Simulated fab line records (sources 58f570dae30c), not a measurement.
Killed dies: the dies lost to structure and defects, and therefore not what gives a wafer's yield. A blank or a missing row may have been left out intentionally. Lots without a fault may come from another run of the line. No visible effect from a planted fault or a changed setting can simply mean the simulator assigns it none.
Which tool is to blame? ; flow berkeleyCmos170 ; 42 wafers from 14 lots sampled at 3 of the route's 331 steps

== WHAT THE GAUGES SHOWED, per wafer ==
UCB170_SILICIDE_RS_MEAS_02: uses a four-point probe to measure. Usual: SILICIDE_TI_RS 26.1 ohm/sq, standard deviation 0.3.
lot;measured;on;SILICIDE_TI_RS (ohm/sq);flag
L749;day 8 08:41;filmMetro-03;26.1 26.2 26.3;
L748;day 8 10:17;filmMetro-02;26.6 26.5 26.7;
L751;day 8 19:04;filmMetro-01;26.6 26.3 26.5;
L750;day 8 19:50;filmMetro-01;26.4 26.2 26.2;
L754;day 8 21:57;filmMetro-02;26.0 26.0 26.2;
L760;day 10 08:08;filmMetro-02;26.0 26.0 25.7;
L761;day 10 08:25;filmMetro-03;25.4 25.9 25.5;
L764;day 11 08:46;filmMetro-02;26.6 26.4 26.7;
L767;day 12 01:01;filmMetro-02;25.8 25.5 25.6;
L766;day 12 00:35;filmMetro-01;26.2 26.2 26.1;
L769;day 12 13:31;filmMetro-02;25.9 26.1 25.9;
L771;day 13 01:18;filmMetro-01;26.1 25.9 26.1;

UCB170_M2_CD_MEAS_90: the cd target is 700 nm. Usual: cdNm at 700.3 nm, with a standard deviation of 2.6.
lot;measured;on;cdNm (nm);flag
L749;day 8 23:10;cdSem-02;697.6 696.2 699.8;
L748;day 9 01:26;cdSem-01;700.9 700.8 703.8;
L751;day 9 12:43;cdSem-02;697.8 693.7 700.0;
L750;day 9 17:41;cdSem-01;702.0 702.6 701.8;
L754;day 9 18:29;cdSem-02;703.3 699.7 702.4;
L760;day 11 00:31;cdSem-02;701.7 704.4 703.9;
L761;day 11 00:45;cdSem-01;700.1 698.1 699.1;
L764;day 12 02:44;cdSem-02;701.9 698.0 698.2;
L767;day 12 20:30;cdSem-01;702.7 696.5 700.5;
L766;day 12 14:52;cdSem-02;700.6 700.8 697.8;
L769;day 13 06:29;cdSem-02;697.9 699.4 699.1;
L771;day 13 14:56;cdSem-01;699.9 703.5 702.5;

== EACH LOT AND THE TOOL THAT RAN IT (in order: tool; ch and the chambers of the sampled wafers; start) ==
lot;UCB170_GATE_ETCH_15
L749;rieSi-01 ch 0,2,3, day 7 12:27
L748;rieSi-02 ch 1,3, day 7 12:34
L751;rieSi-01 ch 0,2, day 7 21:32
L750;rieSi-01 ch 2,3, day 7 22:03
L754;rieSi-01 ch 0,1,2, day 8 05:06
L756;rieSi-02 ch 1,2,3, day 8 20:43
L757;rieSi-02 ch 0,3, day 8 21:24
L760;rieSi-01 ch 2,3, day 9 13:53
L761;rieSi-01 ch 1,2,3, day 9 14:23
L764;rieSi-01 ch 0,1,2, day 10 13:41
L767;rieSi-01 ch 1,2,3, day 11 03:56
L766;rieSi-01 ch 0,2,3, day 11 04:11
L769;rieSi-01 ch 0,2,3, day 11 19:33
L771;rieSi-01 ch 0,3, day 12 06:45
- UCB170_GATE_ETCH_15: etches poly-Si in HBr/Cl2, stops on SiO2, time 56.3 s, target depth 278.2 nm.

== WHAT THE TOOLS THEMSELVES READ (means of the sampled wafers that have a number; where no wafer has one, the mark that the record gives instead) ==
UCB170_GATE_ETCH_15. Usual: chamberPressureMTorr 15.000 mTorr, standard deviation 0.012; drypumpMotorCurrentA 5.9 A, standard deviation 0.57; oesProductAu 0.830 a.u., standard deviation 0.01; runLengthS 84.6 s, standard deviation 0.57; throttleValvePct 26.49 %, standard deviation 0.22.
lot;tool;chamberPressureMTorr (mTorr);drypumpMotorCurrentA (A);oesProductAu (a.u.);runLengthS (s);throttleValvePct (%);flag
L749;rieSi-01;15.001;5.4;0.830;84.0;26.47;
L748;rieSi-02;15.000;5.9;0.835;85.1;26.58;
L751;rieSi-01;14.994;5.8;0.820;83.8;26.29;
L750;rieSi-01;14.999;5.5;0.840;84.1;26.41;
L754;rieSi-01;15.009;5.8;0.833;84.3;26.43;
L756;rieSi-02;14.987;6.1;1.001;62.4;26.53;OFF
L757;rieSi-02;14.995;6.3;1.012;62.4;26.30;OFF
L760;rieSi-01;15.021;5.5;0.828;84.2;26.41;
L761;rieSi-01;15.009;5.6;0.840;84.0;26.55;
L764;rieSi-01;14.994;5.8;0.834;84.0;26.43;
L767;rieSi-01;14.998;5.6;0.825;84.3;26.55;
L766;rieSi-01;15.007;5.4;0.828;84.0;26.49;
L769;rieSi-01;14.993;5.4;0.836;84.1;26.49;
L771;rieSi-01;15.009;5.1;0.845;84.1;26.69;

== THE ANSWER, worked out from the rows above alone ==
Rule: take the mean of a lot's wafers that have a number; if it is more than 3 standard deviations from the usual mean, the lot is off. A lot without any number at a reading at which 4 lots or more have one is off too. Any other lot the step has rows for is counted as sound. First the gauges in route order, then the tools' own readings, where a lot's mean is used as printed above. At the first step where some lot is off, the reading lying furthest off is the one used; lots without a number count as furthest.
Off at UCB170_GATE_ETCH_15 (runLengthS): L756, L757.
If a tool, at that step or one of the process steps before it, ran each lot that is off and ran no sound lot following the first of them, it fits. One candidate fits, namely rieSi-02 at UCB170_GATE_ETCH_15. Its last sound lot is L748 (day 7 12:34), its first lot that is off L756 (day 8 20:43): a fault that began between those two fits.
The tool's own readings at UCB170_GATE_ETCH_15 bear it out: on the lots that are off they differ by more than 5 times the standard deviation of the sound lots' means. oesProductAu reads 1.006 a.u. there against 0.833 a.u. on the sound lots; runLengthS reads 62.4 s there against 84.2 s on the sound lots.

== WHAT THE SIMULATOR HAD PUT IN ==
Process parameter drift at UCB170_GATE_ETCH_15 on rieSi-02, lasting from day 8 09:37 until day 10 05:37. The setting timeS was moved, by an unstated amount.
Shown lots that were struck: L756, L757. The same result came from the rule above.
